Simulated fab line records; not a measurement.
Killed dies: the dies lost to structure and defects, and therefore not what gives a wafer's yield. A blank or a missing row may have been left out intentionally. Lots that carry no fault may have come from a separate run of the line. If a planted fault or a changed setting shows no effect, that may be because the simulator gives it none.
A lot that was struck, set against a sound lot -- flow rit_cmos -- 14 out of 202 route steps
Sound: wafers L169.1, L169.4, L169.5. Wafers L166.2, L166.3, L166.4 were the ones struck. The cause is given at the end.
Order at every step that has rows: each side's tool, ch and its chambers, its first start. Under that, the readings that differ: sound wafers -- struck wafers -- difference of the means -- sigmas: that difference in standard deviations of wafers without a fault.
alike: words and numbers the same on both sides, and readings whose means are apart by under 2 such deviations; not compared: readings that were withheld, readings missing a value for some wafer, numbers with overlapping values and no deviation given by the record, and bounds like >300 which may hide the same value.
The two part at a step that has a row with sigmas, a row that says differs or no value, or rows on one side only. Numbers that have no deviation but don't overlap get no sigmas and don't part them. A reading that every wafer of one side lacks parts them only if that side has two wafers or more.

first, 1 step without rows for these wafers: RIT_PWELL_DEVELOP_05 (develop time 68 s).
RIT_PWELL_OVL_MEAS_06:
  sound on overlay-01, day 5 20:59; struck on overlay-01, day 5 07:41
  alike: PWELL_OVL
then, 2 steps without rows for these wafers: RIT_PWELL_HARDBAKE_07 (time 120 s); RIT_PWELL_IMPLANT_08.
RIT_PWELL_STRIP_09: strips in O2, time 180 s.
  sound on plasma_asher-03 ch 0,1, day 5 21:26; struck on plasma_asher-01 ch 0,1, day 5 08:07
  alike: drypump_motor_current_A
  not compared: rf_hours_counter_h
RIT_PWELL_TW_MEAS_10:
  sound on film_metro-01, day 5 21:36; struck on film_metro-04, day 5 08:18
  alike: PWELL_TW
then, 1 step without rows for these wafers: RIT_WELLDRIVE_ANNEAL_00 (time 14700 s).
RIT_WELLDRIVE_RS_MEAS_01: the measuring method here is four-point-probe.
  sound on film_metro-04, day 6 03:10; struck on film_metro-02, day 5 14:29
  alike: NWELL_RS
RIT_WELLDRIVE_RS_MEAS_02: the measuring method here is four-point-probe.
  sound on film_metro-04, day 6 03:17; struck on film_metro-02, day 5 14:36
reading,sound,struck,difference,sigmas
PWELL_RS (ohm/sq),429.1 430.2 429.9,428.7 427.0 426.2,-2.4,-2
then, 3 steps without rows for these wafers: RIT_NRETRO_HMDS_00 (prime time 60 s); RIT_NRETRO_COAT_01 (resist thk 1300 nm); RIT_NRETRO_SOFTBAKE_02 (time 60 s).
RIT_NRETRO_EXPOSE_03: exposes mask M4, target cd 43900 nm.
  sound on iline_stepper-01 ch 0, day 6 03:59; struck on iline_stepper-02, day 5 15:10
  no value came back on the struck wafers for exposure_dose_mJ_cm2, focus_offset_nm (nm); on the sound wafers exposure_dose_mJ_cm2 reads 250.03 250.04 249.95
  alike: mask
next, for these wafers, 1 step has no rows: RIT_NRETRO_PEB_04.

WHERE THEY PART
Last at RIT_NRETRO_EXPOSE_03 as far as this record goes, first at RIT_WELLDRIVE_RS_MEAS_02.

WHY: whatever the simulator had introduced
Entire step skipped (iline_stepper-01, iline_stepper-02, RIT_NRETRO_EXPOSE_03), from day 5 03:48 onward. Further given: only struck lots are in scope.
